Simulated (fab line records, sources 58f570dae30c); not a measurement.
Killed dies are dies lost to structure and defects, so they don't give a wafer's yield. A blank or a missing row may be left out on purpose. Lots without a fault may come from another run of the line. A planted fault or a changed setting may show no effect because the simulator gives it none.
Which tool did it? | flow berkeley_cmos170 | 14 lots, 42 wafers sampled, at 5 steps of a route of 331

WHAT THE GAUGES READ, wafer by wafer
UCB170_NVT_OVL_MEAS_06. Usual: NVT_OVL 3 nm, standard deviation 5.1.
lot  | measured     | on         | NVT_OVL (nm) | flag
L906 | day 6 14:26  | overlay-02 | 0 -1 -5      |
L907 | day 7 03:27  | overlay-01 | -1 9 1       |
L908 | day 7 03:07  | overlay-01 | 9 5 5        |
L909 | day 7 03:31  | overlay-01 | 3 8 6        |
L913 | day 7 20:29  | overlay-01 | 2 8 1        |
L915 | day 8 13:43  | overlay-02 | 8 11 11      |
L918 | day 8 14:32  | overlay-01 | -3 2 6       |
L919 | day 8 14:15  | overlay-02 | -1 0 -6      |
L921 | day 9 04:02  | overlay-02 | 4 13 9       |
L923 | day 10 03:40 | overlay-02 | 3 14 12      |
L925 | day 10 11:41 | overlay-02 | 6 9 3        |
L926 | day 10 11:43 | overlay-02 | 3 5 -3       |
L928 | day 11 06:43 | overlay-01 | 6 0 -3       |
L929 | day 11 06:59 | overlay-01 | 3 0 -3       |

UCB170_M3_BOW_MEAS_20. Usual: M3_BOW 35 um, standard deviation 6.8.
lot  | measured     | on            | M3_BOW (um) | flag
L906 | day 8 20:44  | film_metro-02 | 35 35 32    |
L907 | day 9 13:28  | film_metro-04 | 25 38 19    |
L908 | day 9 14:57  | film_metro-02 | 27 41 27    |
L909 | day 9 16:43  | film_metro-04 | 35 33 40    |
L913 | day 10 11:56 | film_metro-01 | 40 51 40    |
L915 | day 11 05:43 | film_metro-01 | 38 18 38    |
L918 | day 11 07:04 | film_metro-01 | 32 29 34    |
L919 | day 11 07:35 | film_metro-02 | 33 32 24    |
L921 | day 11 21:43 | film_metro-01 | 31 42 36    |
L923 | day 12 10:59 | film_metro-04 | 31 36 38    |
L925 | day 12 22:19 | film_metro-04 | 31 25 20    |
L926 | day 13 21:37 | film_metro-04 | 32 50 39    |
L928 | day 13 21:38 | film_metro-02 | 44 32 32    |
L929 | day 13 21:02 | film_metro-01 | 35 29 31    |

WHICH TOOL RAN EACH LOT (tool, then ch and the chambers of the sampled wafers, then the start)
lot  | UCB170_ZERO_COAT_01              | UCB170_ZERO_STRIP_07                | UCB170_PWELL_ETCH_14
L906 | litho_track-03 ch 0, day 1 20:29 | plasma_asher-02 ch 0, day 1 21:29   | rie_diel-02 ch 0,1,2, day 3 04:23
L907 | litho_track-03 ch 0, day 2 03:30 | plasma_asher-02 ch 1, day 2 05:38   | rie_diel-04 ch 0,3, day 3 23:05
L908 | litho_track-01 ch 0, day 2 09:07 | plasma_asher-02 ch 1, day 2 11:20   | rie_diel-03 ch 1,3, day 3 23:15
L909 | litho_track-03 ch 0, day 2 13:18 | plasma_asher-02 ch 0, day 2 14:20   | rie_diel-04 ch 1,2, day 3 23:48
L913 | litho_track-02 ch 0, day 3 10:46 | plasma_asher-02 ch 0,1, day 3 12:16 | rie_diel-04 ch 1,2,3, day 4 23:14
L915 | litho_track-01 ch 0, day 3 23:13 | plasma_asher-02 ch 1, day 4 00:17   | rie_diel-04 ch 1,2, day 5 12:43
L918 | litho_track-02 ch 0, day 4 10:53 | plasma_asher-01 ch 0,1, day 4 11:36 | rie_diel-04 ch 1,2,3, day 5 22:15
L919 | litho_track-01 ch 0, day 4 10:54 | plasma_asher-02 ch 0,1, day 4 11:45 | rie_diel-03 ch 2,3, day 5 22:56
L921 | litho_track-02 ch 0, day 5 02:19 | plasma_asher-02 ch 0,1, day 5 03:10 | rie_diel-03 ch 0,1,3, day 6 08:31
L923 | litho_track-03 ch 0, day 5 10:19 | plasma_asher-02 ch 0,1, day 5 11:20 | rie_diel-04 ch 0,1,2, day 7 01:49
L925 | litho_track-02 ch 0, day 5 20:56 | plasma_asher-02 ch 0,1, day 5 21:58 | rie_diel-02 ch 1,2,3, day 7 09:12
L926 | litho_track-02 ch 0, day 6 02:20 | plasma_asher-03 ch 0,1, day 6 03:10 | rie_diel-04 ch 1,2, day 7 11:35
L928 | litho_track-03 ch 0, day 6 14:49 | plasma_asher-02 ch 0,1, day 6 15:50 | rie_diel-03 ch 0,1, day 8 02:56
L929 | litho_track-02 ch 0, day 6 15:09 | plasma_asher-03 ch 1, day 6 16:16   | rie_diel-04 ch 0,2, day 8 02:42
- UCB170_ZERO_COAT_01: resist thk 900 nm.
- UCB170_ZERO_STRIP_07: strips in O2.
- UCB170_PWELL_ETCH_14: etches Si3N4 in CH3F/Ar/O2, stops on SiO2, target depth 242 nm, time 151 s.

WHAT THE TOOLS THEMSELVES READ (means of the sampled wafers that have a number; where no wafer has one, the mark that the record gives instead)
UCB170_ZERO_COAT_01. Usual: spin_speed_rpm 1500.2 rpm, standard deviation 0.91.
lot  | tool           | spin_speed_rpm (rpm) | flag
L906 | litho_track-03 | 1499.5               |
L907 | litho_track-03 | 1500.1               |
L908 | litho_track-01 | 1499.5               |
L909 | litho_track-03 | 1499.7               |
L913 | litho_track-02 | 1500.4               |
L915 | litho_track-01 | 1431.7               | OFF
L918 | litho_track-02 | 1500.6               |
L919 | litho_track-01 | 1430.6               | OFF
L921 | litho_track-02 | 1500.0               |
L923 | litho_track-03 | 1500.0               |
L925 | litho_track-02 | 1499.0               |
L926 | litho_track-02 | 1500.4               |
L928 | litho_track-03 | 1500.1               |
L929 | litho_track-02 | 1500.2               |

UCB170_ZERO_STRIP_07. Usual: drypump_motor_current_A 5.45 A, standard deviation 0.15; oes_product_au 0.728 a.u., standard deviation 0.0043; strip_time_to_endpoint_s 21.45 s, standard deviation 0.061.
lot  | tool            | drypump_motor_current_A (A) | oes_product_au (a.u.) | strip_time_to_endpoint_s (s) | flag
L906 | plasma_asher-02 | 5.34                        | 0.728                 | 21.45                        |
L907 | plasma_asher-02 | 5.42                        | 0.729                 | 21.40                        |
L908 | plasma_asher-02 | 5.41                        | 0.725                 | 21.45                        |
L909 | plasma_asher-02 | 5.34                        | 0.728                 | 21.35                        |
L913 | plasma_asher-02 | 5.38                        | 0.729                 | 21.47                        |
L915 | plasma_asher-02 | 5.40                        | 0.731                 | 21.90                        | OFF
L918 | plasma_asher-01 | 5.58                        | 0.724                 | 21.51                        |
L919 | plasma_asher-02 | 5.38                        | 0.726                 | 21.89                        | OFF
L921 | plasma_asher-02 | 5.37                        | 0.726                 | 21.46                        |
L923 | plasma_asher-02 | 5.36                        | 0.729                 | 21.38                        |
L925 | plasma_asher-02 | 5.36                        | 0.724                 | 21.50                        |
L926 | plasma_asher-03 | 5.60                        | 0.725                 | 21.52                        |
L928 | plasma_asher-02 | 5.37                        | 0.730                 | 21.45                        |
L929 | plasma_asher-03 | 5.60                        | 0.726                 | 21.53                        |

UCB170_PWELL_ETCH_14. Usual: drypump_motor_current_A 5.8 A, standard deviation 0.37; oes_product_au 0.930 a.u., standard deviation 0.016; rf_fwd_power_W 448.5 W, standard deviation 1.5; throttle_valve_pct 8.04 %, standard deviation 0.14.
lot  | tool        | drypump_motor_current_A (A) | oes_product_au (a.u.) | rf_fwd_power_W (W) | throttle_valve_pct (%) | flag
L906 | rie_diel-02 | 5.6                         | 0.930                 | 448.0              | 7.98                   |
L907 | rie_diel-04 | 5.5                         | 0.936                 | 448.8              | 8.00                   |
L908 | rie_diel-03 | 5.7                         | 0.949                 | 449.5              | 8.05                   |
L909 | rie_diel-04 | 6.0                         | 0.907                 | 448.9              | 7.94                   |
L913 | rie_diel-04 | 5.8                         | 0.924                 | 449.6              | 7.91                   |
L915 | rie_diel-04 | 6.0                         | 0.914                 | 448.4              | 7.94                   |
L918 | rie_diel-04 | 5.8                         | 0.936                 | 447.6              | 7.91                   |
L919 | rie_diel-03 | 5.8                         | 0.949                 | 449.3              | 8.11                   |
L921 | rie_diel-03 | 5.9                         | 0.937                 | 448.9              | 8.09                   |
L923 | rie_diel-04 | 6.0                         | 0.916                 | 449.2              | 8.04                   |
L925 | rie_diel-02 | 5.8                         | 0.943                 | 448.3              | 8.04                   |
L926 | rie_diel-04 | 5.9                         | 0.900                 | 447.5              | 7.94                   |
L928 | rie_diel-03 | 6.1                         | 0.926                 | 448.5              | 8.12                   |
L929 | rie_diel-04 | 5.8                         | 0.912                 | 447.9              | 8.09                   |

THE ANSWER, worked out from the rows above alone
Rule: a lot is off if the mean of its wafers that have a number lies more than 3 standard deviations from the usual mean. A lot without any number at a reading at which 4 lots or more have one is off too. The other lots that the step has rows for count as sound. The gauges are gone through in route order, then the tools' own readings, and for those a lot's mean is taken as printed above. The first step at which some lot is off is used, and at that step the reading that is off furthest; a lot without a number counts as furthest.
Off: L915, L919, at UCB170_ZERO_COAT_01 (spin_speed_rpm).
A tool fits if, at that step or a process step before it, it ran every lot that is off, and no sound lot after the first of them. One fits: litho_track-01 at UCB170_ZERO_COAT_01. Its last sound lot is L908 (day 2 09:07), its first lot that is off L915 (day 3 23:13): a fault that began between those two fits.
The tool's own readings at UCB170_ZERO_COAT_01 bear it out: on the lots that are off they differ by more than 5 times the standard deviation of the sound lots' means. spin_speed_rpm reads 1431.2 rpm there against 1500.0 rpm on the sound lots.

WHAT THE SIMULATOR HAD PUT IN
Process parameter drift: litho_track-01, from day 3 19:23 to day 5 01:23, at UCB170_ZERO_COAT_01. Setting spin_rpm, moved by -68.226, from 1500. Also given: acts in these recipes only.
Lots struck among those shown: L915, L919. The rule above found the same.
